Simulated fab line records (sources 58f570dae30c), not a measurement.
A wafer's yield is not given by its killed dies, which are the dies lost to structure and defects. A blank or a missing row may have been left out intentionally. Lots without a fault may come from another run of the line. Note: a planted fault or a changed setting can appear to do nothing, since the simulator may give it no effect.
The same fault as seen by 2 desks | flow berkeley cmos170 | each desk holds nothing but its own numbers, with what lay behind them at the end

THE METROLOGY DESK
Means of the sampled wafers that have a number, per lot and without regard to the tool the lot ran on: this is what the gauges read. If a lot's mean is further than 4 standard deviations from the usual mean, the lot is out of limits and carries the mark OUT (the distance appears in the brackets).
Columns: A = PVT_TW at UCB170_PVT_TW_MEAS_09, usual 513; B = PLDD_OVL at UCB170_PLDD_OVL_MEAS_07, usual -3 nm
lot  | first seen here | A   | B
L270 | day 6 22:29     | 517 | -8
L271 | day 7 06:21     | 515 | -9
L272 | day 7 14:04     | 508 | 1
L273 | day 7 14:47     | 517 | -12
L276 | day 8 01:16     | 510 | -3
L275 | day 8 01:31     | 517 | -5
L274 | day 8 01:32     | 511 | -6
L278 | day 8 09:55     | 511 | -7
L277 | day 8 10:11     | 515 | -2
L284 | day 10 00:45    | 518 | -6
L286 | day 10 11:53    | 516 | 3
L291 | day 11 21:02    | 518 | -4
This desk's verdict: no lot among the 12 shows anything out of limits.

TOOL OWNER'S DESK, litho track-02
The tool's own readings at UCB170_PVT_COAT_01 (resist thk 900 nm): means of the sampled wafers that have a number, for each lot that ran on this tool. If a lot's mean is further than 4 standard deviations from the usual mean, the lot is out of limits and carries the mark OUT (the distance appears in the brackets).
Columns: A = spin speed rpm at UCB170_PVT_COAT_01, usual 1499.9 rpm
lot  | first seen here | A
L272 | day 7 13:05     | 1499.7
L274 | day 8 00:05     | 1499.6
L284 | day 9 23:46     | 1500.8
L286 | day 10 10:46    | 1499.1
This desk's verdict: no lot among the 4 shows anything out of limits.

BROUGHT TOGETHER
From the metrology desk's view, nothing was out of limits.
The desk of the tool owner found nothing out of limits.

WHAT HAD BEEN PUT IN BY THE SIMULATOR
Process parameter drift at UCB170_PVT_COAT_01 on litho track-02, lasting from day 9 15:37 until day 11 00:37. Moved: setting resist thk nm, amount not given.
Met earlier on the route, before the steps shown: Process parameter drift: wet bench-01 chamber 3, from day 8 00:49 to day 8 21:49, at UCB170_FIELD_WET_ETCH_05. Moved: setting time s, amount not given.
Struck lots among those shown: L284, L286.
